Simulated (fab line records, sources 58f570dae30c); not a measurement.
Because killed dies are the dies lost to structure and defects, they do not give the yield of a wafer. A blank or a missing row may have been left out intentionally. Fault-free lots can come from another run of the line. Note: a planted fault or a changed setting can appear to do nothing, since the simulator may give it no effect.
Struck lot and sound lot, side by side | flow berkeley cmos170 | 15 steps out of a route of 331
Sound: these wafers, L735.2, L735.4, L735.6. Struck: wafers L747.1, L747.5, L747.6. Last of all comes the cause.
Per side, at each step with rows, come the tool, then ch with its chambers, and then its first start. Under that, the readings that differ: sound wafers | struck wafers | difference of the means | sigmas: that difference in standard deviations of wafers without a fault.
alike: same words and numbers on both sides, and readings whose means sit less than 2 such deviations apart. not compared: any withheld reading, any reading some wafer has no value for, any bound like >300 that may hide the same value, and any number with overlapping values for which the record gives no deviation.
A row with sigmas, a row that says differs or no value, or rows on one side alone: a step with any of these is where the two part. When numbers do not overlap yet have no deviation, they are printed without sigmas and do not part them. A reading missing from all wafers of one side parts the sides only when that side holds two or more wafers.

first, 1 step without rows for these wafers: UCB170_M2_SOFTBAKE_06 (time 60 s).
UCB170_M2_STRIP_07: strips in O2.
  sound on plasma asher-02 ch 0,1, day 9 16:45; struck on plasma asher-02 ch 0,1, day 12 08:02
  alike: chamber pressure mTorr, drypump motor current A, oes product au, strip time to endpoint s
  not compared: rf hours counter h
then, 7 steps without rows for these wafers: UCB170_M2_STRIP_08 (strips KrF in DMSO, time 600 s); UCB170_M2_COAT_09; UCB170_M2_COAT_10 (resist thk 900 nm); UCB170_M2_SOFTBAKE_11 (time 60 s); UCB170_M2_EXPOSE_12 (exposes mask METAL2, target cd 700 nm); UCB170_M2_PEB_13; UCB170_M2_DEVELOP_14 (develop time 45 s).
UCB170_M2_CD_MEAS_15: target cd 700 nm.
  sound on cd sem-01, day 9 18:14; struck on cd sem-01, day 12 09:31
  alike: cd nm
UCB170_M2_OVL_MEAS_16:
  sound on overlay-02, day 9 18:21; struck on overlay-01, day 12 09:38
  alike: M2_OVL
UCB170_M2_ETCH_17: etches BARC in N2/H2.
  sound on rie diel-02 ch 1,3, day 9 18:23; struck on rie diel-03 ch 2,3, day 12 09:40
  alike: chamber pressure mTorr, drypump motor current A, oes product au, throttle valve pct
UCB170_M2_METAL_ETCH_18: etches Al in Cl2/BCl3, stops on SiO2, target depth 1170 nm, time 195 s.
  sound on rie metal-01 ch 1, day 9 18:31; struck on rie metal-02 ch 0,1, day 12 09:43
  reading                             | sound             | struck            | difference | sigmas
  run length s (s)                    | 226.7 226.9 226.2 | 230.7 231.1 230.1 | +4.0       | +4
  model.KrF_of_M2_COAT_10.thk nm (nm) | 209.6 206.1 203.3 | 186 185.7 162.9   | -28        |
  alike: chamber pressure mTorr, drypump motor current A, oes product au, throttle valve pct
  not compared: rf hours counter h
UCB170_M2_STRIP_19: strips in O2.
  sound on plasma asher-01 ch 0,1, day 9 18:55; struck on plasma asher-03 ch 0,1, day 12 09:53
  alike: chamber pressure mTorr, drypump motor current A, oes product au
  not compared: rf hours counter h
UCB170_M3_PROBE_99:
  rows exist in the record for the struck wafers here (prober-01, day 12 17:04), but not for the sound ones

== WHERE THEY PART ==
Earliest at UCB170_M2_METAL_ETCH_18; latest, in this record, at UCB170_M3_PROBE_99.

WHY: what had been put in by the simulator
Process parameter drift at UCB170_M2_METAL_ETCH_18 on rie metal-02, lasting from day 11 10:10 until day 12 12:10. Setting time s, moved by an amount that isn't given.
